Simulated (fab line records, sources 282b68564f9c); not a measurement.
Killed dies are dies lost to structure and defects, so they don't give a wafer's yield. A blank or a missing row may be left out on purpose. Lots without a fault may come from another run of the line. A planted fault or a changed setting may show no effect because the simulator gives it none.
Which tool did it? | flow rit_cmos | 15 lots, 45 wafers sampled, at 2 steps of a route of 202

WHAT THE GAUGES READ, wafer by wafer
RIT_WELLDRIVE_RS_MEAS_02: measures by four-point-probe.
lot  | measured    | on            | PWELL_RS (ohm/sq)
L912 | day 2 04:07 | film_metro-04 | 430.3 430.7 429.4
L913 | day 2 08:59 | film_metro-04 | 429.9 429.0 428.3
L914 | day 2 14:35 | film_metro-02 | 427.8 428.0 429.1
L915 | day 2 20:28 | film_metro-02 | 428.2 429.2 427.6
L917 | day 3 05:37 | film_metro-02 | 429.2 428.9 429.3
L920 | day 3 20:51 | film_metro-04 | 430.4 429.7 428.8
L921 | day 4 02:46 | film_metro-02 | 430.9 430.1 430.3
L922 | day 4 06:01 | film_metro-04 | 428.3 428.9 429.7
L923 | day 4 11:32 | film_metro-04 | 430.9 430.3 431.0
L925 | day 4 21:41 | film_metro-02 | 429.9 430.1 429.7
L926 | day 5 02:39 | film_metro-04 | 430.9 429.1 431.1
L928 | day 5 13:19 | film_metro-02 | 427.9 429.4 429.2
L929 | day 5 17:36 | film_metro-04 | 429.8 430.8 429.9
L932 | day 6 09:19 | film_metro-02 | 428.5 429.2 429.7
L934 | day 6 20:59 | film_metro-01 | 428.7 429.6 429.7

RIT_GATE_THK_MEAS_09.
lot  | measured    | on            | GATE_POLY_THK (nm)
L912 | day 2 11:05 | film_metro-04 | 245.2 244.5 243.5
L913 | day 2 16:09 | film_metro-03 | 246.6 244.5 246.7
L914 | day 2 21:35 | film_metro-04 | 241.5 242.0 240.1
L915 | day 3 04:16 | film_metro-01 | 245.0 243.0 243.0
L917 | day 3 12:35 | film_metro-01 | 243.1 244.5 246.1
L920 | day 4 04:26 | film_metro-01 | 246.2 244.6 246.5
L921 | day 4 09:56 | film_metro-04 | 243.8 243.2 243.6
L922 | day 4 13:13 | film_metro-04 | 240.0 240.4 240.9
L923 | day 4 18:48 | film_metro-04 | 243.1 245.3 243.7
L925 | day 5 04:41 | film_metro-03 | 240.9 243.0 244.3
L926 | day 5 09:38 | film_metro-04 | 246.3 246.1 245.0
L928 | day 5 22:32 | film_metro-04 | 246.8 243.7 245.3
L929 | day 6 01:34 | film_metro-04 | 243.0 243.2 243.2
L932 | day 6 18:52 | film_metro-04 | 243.9 245.3 243.2
L934 | day 7 04:47 | film_metro-01 | 241.1 242.8 239.8

WHICH TOOL RAN EACH LOT (tool, then ch and the chambers of the sampled wafers, then the start)
The record holds no process step before these readings.

WHAT THE TOOLS THEMSELVES READ (means of the sampled wafers that have a number; where no wafer has one, the mark that the record gives instead)
The record holds no such reading with a usual standard deviation.

THE ANSWER, worked out from the rows above alone
Rule: what is usual is taken from the lots themselves. Put in order of their means at a reading, lots are off if they are a third of the lots or fewer, leave a main group of 4 or more, and stand apart from it by a gap of 3 or more times the standard deviation of the main group's means; of several such gaps the widest counts. A main group whose means are all the same, to the digits that the tables above print for the reading, isn't used. A lot without any number at a reading at which 4 lots or more have one is off too. The other lots that the step has rows for count as sound. The gauges are gone through in route order, then the tools' own readings, and for those a lot's mean is taken as printed above. The first step at which some lot is off is used, and at that step the reading that is off furthest; a lot without a number counts as furthest.
No lot is off at any reading shown: from this, nothing can be told.

WHAT THE SIMULATOR HAD PUT IN
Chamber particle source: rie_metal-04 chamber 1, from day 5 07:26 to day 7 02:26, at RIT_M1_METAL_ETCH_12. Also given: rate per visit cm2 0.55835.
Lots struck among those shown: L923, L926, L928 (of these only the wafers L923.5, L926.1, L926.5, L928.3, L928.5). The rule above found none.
